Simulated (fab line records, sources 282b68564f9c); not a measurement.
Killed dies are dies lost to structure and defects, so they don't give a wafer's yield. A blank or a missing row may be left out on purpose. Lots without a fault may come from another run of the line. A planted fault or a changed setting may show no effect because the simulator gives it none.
Which tool did it? | flow rit_cmos | 14 lots, 42 wafers sampled, at 7 steps of a route of 202

WHAT THE GAUGES READ, wafer by wafer
RIT_ACTIVE_THK_MEAS_02.
lot  | measured    | on            | ACTIVE_OXIDE_THK (nm)
L515 | day 1 13:08 | film_metro-02 | 46.6 47.4 46.9
L516 | day 1 17:04 | film_metro-04 | 44.4 44.1 44.1
L517 | day 1 22:03 | film_metro-02 | 48.5 47.7 47.9
L518 | day 2 03:07 | film_metro-02 | 45.9 46.3 47.1
L519 | day 2 08:03 | film_metro-02 | 46.5 45.3 45.6
L520 | day 2 13:04 | film_metro-04 | 47.0 47.4 48.1
L522 | day 2 23:03 | film_metro-01 | 46.6 46.7 46.3
L523 | day 3 04:04 | film_metro-01 | 46.1 46.3 45.9
L525 | day 3 14:03 | film_metro-04 | 47.6 48.3 47.0
L526 | day 3 19:04 | film_metro-04 | 46.4 45.7 46.3
L528 | day 4 06:57 | film_metro-02 | 47.1 47.1 47.3
L531 | day 4 20:03 | film_metro-01 | 47.0 46.8 46.8
L536 | day 5 21:03 | film_metro-02 | 46.5 46.7 46.4
L537 | day 6 02:42 | film_metro-01 | 47.6 48.0 47.8

RIT_ACTIVE_CD_MEAS_90: target cd 1400 nm.
lot  | measured    | on        | cd_nm (nm)
L515 | day 1 16:05 | cd_sem-02 | 1400.9 1402.8 1401.2
L516 | day 1 20:11 | cd_sem-02 | 1400.0 1399.9 1398.9
L517 | day 2 01:01 | cd_sem-02 | 1400.2 1401.7 1402.1
L518 | day 2 06:12 | cd_sem-01 | 1400.7 1403.0 1402.2
L519 | day 2 11:10 | cd_sem-02 | 1399.7 1396.6 1398.5
L520 | day 2 16:10 | cd_sem-02 | 1398.0 1399.9 1400.3
L522 | day 3 02:08 | cd_sem-01 | 1397.0 1396.1 1396.6
L523 | day 3 07:10 | cd_sem-01 | 1396.4 1398.0 1398.7
L525 | day 3 17:14 | cd_sem-01 | 1400.7 1398.6 1399.6
L526 | day 3 22:10 | cd_sem-01 | 1399.1 1399.4 1400.9
L528 | day 4 10:56 | cd_sem-01 | 1401.1 1400.6 1400.2
L531 | day 4 23:06 | cd_sem-01 | 1399.1 1399.5 1399.8
L536 | day 6 00:08 | cd_sem-01 | 1397.5 1398.3 1396.1
L537 | day 6 05:50 | cd_sem-01 | 1397.0 1394.8 1395.1

RIT_FOX2_THK_MEAS_01.
lot  | measured    | on            | FOX2_OXIDE_THK (nm)
L515 | day 1 19:23 | film_metro-03 | 351 346 350
L516 | day 1 23:28 | film_metro-01 | 349 342 343
L517 | day 2 04:20 | film_metro-02 | 356 346 351
L518 | day 2 09:32 | film_metro-03 | 350 348 348
L519 | day 2 15:45 | film_metro-03 | 345 353 341
L520 | day 2 20:52 | film_metro-03 | 343 344 345
L522 | day 3 05:26 | film_metro-03 | 346 348 344
L523 | day 3 11:46 | film_metro-02 | 348 350 355
L525 | day 3 20:53 | film_metro-03 | 303 306 305
L526 | day 4 02:46 | film_metro-01 | 346 349 344
L528 | day 4 15:25 | film_metro-02 | 353 349 345
L531 | day 5 02:51 | film_metro-01 | 307 306 309
L536 | day 6 03:29 | film_metro-02 | 371 364 359
L537 | day 6 10:07 | film_metro-03 | 352 352 354

RIT_FOX2_THK_MEAS_90.
lot  | measured    | on            | FIELD_OXIDE_LEFT_1_THK (nm)
L515 | day 1 20:16 | film_metro-02 | 323 318 322
L516 | day 2 00:24 | film_metro-02 | 321 315 316
L517 | day 2 05:13 | film_metro-03 | 328 318 323
L518 | day 2 10:25 | film_metro-02 | 323 320 320
L519 | day 2 16:38 | film_metro-01 | 319 326 314
L520 | day 2 21:49 | film_metro-03 | 315 317 317
L522 | day 3 06:19 | film_metro-01 | 318 320 316
L523 | day 3 12:43 | film_metro-03 | 321 323 327
L525 | day 3 21:45 | film_metro-01 | 275 278 278
L526 | day 4 03:38 | film_metro-03 | 319 322 317
L528 | day 4 16:17 | film_metro-03 | 326 321 318
L531 | day 5 03:47 | film_metro-01 | 280 279 282
L536 | day 6 04:21 | film_metro-01 | 344 337 332
L537 | day 6 11:00 | film_metro-03 | 324 325 327

RIT_PWELL_TW_MEAS_10.
lot  | measured    | on            | PWELL_TW
L515 | day 1 23:28 | film_metro-02 | 939 937 937
L516 | day 2 03:48 | film_metro-03 | 941 945 946
L517 | day 2 08:34 | film_metro-02 | 944 943 940
L518 | day 2 13:32 | film_metro-03 | 943 941 947
L519 | day 2 19:52 | film_metro-03 | 943 944 947
L520 | day 3 01:02 | film_metro-04 | 967 958 962
L522 | day 3 09:28 | film_metro-02 | 941 944 938
L523 | day 3 15:56 | film_metro-04 | 959 961 960
L525 | day 4 00:56 | film_metro-03 | 936 941 938
L526 | day 4 06:55 | film_metro-04 | 964 957 963
L528 | day 4 19:39 | film_metro-04 | 963 964 962
L531 | day 5 07:08 | film_metro-04 | 964 963 954
L536 | day 6 07:47 | film_metro-02 | 938 938 937
L537 | day 6 14:14 | film_metro-03 | 932 933 934

RIT_FOX2_THK_MEAS_91.
lot  | measured    | on            | FIELD_OXIDE_LEFT_2_THK (nm)
L515 | day 2 08:39 | film_metro-03 | 255 251 254
L516 | day 2 12:59 | film_metro-02 | 254 248 249
L517 | day 2 17:38 | film_metro-03 | 260 251 255
L518 | day 2 22:44 | film_metro-01 | 256 253 253
L519 | day 3 05:01 | film_metro-01 | 250 258 246
L520 | day 3 10:15 | film_metro-02 | 247 249 249
L522 | day 3 18:30 | film_metro-02 | 250 252 248
L523 | day 4 01:07 | film_metro-02 | 252 255 259
L525 | day 4 10:33 | film_metro-02 | 206 209 209
L526 | day 4 15:50 | film_metro-03 | 251 255 249
L528 | day 5 04:40 | film_metro-01 | 258 253 250
L531 | day 5 16:25 | film_metro-01 | 212 211 214
L536 | day 6 16:59 | film_metro-01 | 277 270 266
L537 | day 6 23:16 | film_metro-03 | 256 256 258

WHICH TOOL RAN EACH LOT (tool, then ch and the chambers of the sampled wafers, then the start)
lot  | RIT_FOX2_OXIDATION_00
L515 | furnace-02 ch 0, day 1 18:04
L516 | furnace-04 ch 0, day 1 22:07
L517 | furnace-02 ch 0, day 2 03:01
L518 | furnace-01 ch 0, day 2 08:14
L519 | furnace-01 ch 0, day 2 14:26
L520 | furnace-01 ch 0, day 2 19:32
L522 | furnace-04 ch 0, day 3 04:07
L523 | furnace-02 ch 0, day 3 10:26
L525 | furnace-02 ch 0, day 3 19:34
L526 | furnace-04 ch 0, day 4 01:26
L528 | furnace-01 ch 0, day 4 14:04
L531 | furnace-02 ch 0, day 5 01:32
L536 | furnace-04 ch 0, day 6 02:10
L537 | furnace-04 ch 0, day 6 08:49
- RIT_FOX2_OXIDATION_00: target thk 350.7 nm, ox time 1130 s.

WHAT THE TOOLS THEMSELVES READ (means of the sampled wafers that have a number; where no wafer has one, the mark that the record gives instead)
RIT_FOX2_OXIDATION_00.
lot  | tool       | spike_tc_centre_C (C) | spike_tc_load_C (C) | spike_tc_source_C (C) | tube_center_temp_C (C) | tube_center_temp_C_max
L515 | furnace-02 | 1102.3                | 1129                | 1130.3                | 1100                   | 1103.0
L516 | furnace-04 | 1102.2                | 1121                | 1131.6                | 1100                   | 1102.5
L517 | furnace-02 | 1103.2                | 1129                | 1129.9                | 1100                   | 1102.2
L518 | furnace-01 | 1103.7                | 1131                | 1131.0                | 1100                   | 1102.8
L519 | furnace-01 | 1102.9                | 1131                | 1129.1                | 1100                   | 1103.2
L520 | furnace-01 | 1103.5                | 1130                | 1130.3                | 1100                   | 1103.0
L522 | furnace-04 | 1102.2                | 1121                | 1130.3                | 1100                   | 1102.5
L523 | furnace-02 | 1103.8                | 1129                | 1131.0                | 1100                   | 1102.8
L525 | furnace-02 | 1079.5                | 1104                | 1105.5                | 1075                   | 1077.8
L526 | furnace-04 | 1102.0                | 1121                | 1130.2                | 1100                   | 1103.9
L528 | furnace-01 | 1104.1                | 1130                | 1130.3                | 1100                   | 1102.5
L531 | furnace-02 | 1078.3                | 1104                | 1104.2                | 1075                   | 1078.0
L536 | furnace-04 | 1100.6                | 1121                | 1130.5                | 1100                   | 1102.9
L537 | furnace-04 | 1102.5                | 1122                | 1130.2                | 1100                   | 1103.0

THE ANSWER, worked out from the rows above alone
Rule: what is usual is taken from the lots themselves. Put in order of their means at a reading, lots are off if they are a third of the lots or fewer, leave a main group of 4 or more, and stand apart from it by a gap of 3 or more times the standard deviation of the main group's means; of several such gaps the widest counts. A main group whose means are all the same, to the digits that the tables above print for the reading, isn't used. A lot without any number at a reading at which 4 lots or more have one is off too. The other lots that the step has rows for count as sound. The gauges are gone through in route order, then the tools' own readings, and for those a lot's mean is taken as printed above. The first step at which some lot is off is used, and at that step the reading that is off furthest; a lot without a number counts as furthest.
Off: L525, L531, at RIT_FOX2_THK_MEAS_01 (FOX2_OXIDE_THK). The main group: mean 349 nm, standard deviation 5.3.
A tool fits if, at a process step before that reading, it ran every lot that is off, and no sound lot after the first of them. The gauges at RIT_FOX2_THK_MEAS_01 aren't tried: what is off there is off at RIT_FOX2_OXIDATION_00 too, on other tools, and a gauge's error can't cause that. One fits: furnace-02 at RIT_FOX2_OXIDATION_00. Its last sound lot is L523 (day 3 10:26), its first lot that is off L525 (day 3 19:34): a fault that began between those two fits.
The tool's own readings at RIT_FOX2_OXIDATION_00 bear it out: on the lots that are off they differ by more than 5 times the standard deviation of the sound lots' means. spike_tc_centre_C reads 1078.9 C there against 1102.8 C on the sound lots; spike_tc_load_C reads 1104 C there against 1126 C on the sound lots; spike_tc_source_C reads 1104.8 C there against 1130.4 C on the sound lots; tube_center_temp_C reads 1075 C there against 1100 C on the sound lots; tube_center_temp_C_max reads 1077.9 there against 1102.9 on the sound lots.

WHAT THE SIMULATOR HAD PUT IN
Process parameter drift: furnace-02, from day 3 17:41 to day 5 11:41, at RIT_FOX2_OXIDATION_00. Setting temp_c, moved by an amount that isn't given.
Lots struck among those shown: L525, L531. The rule above found the same.
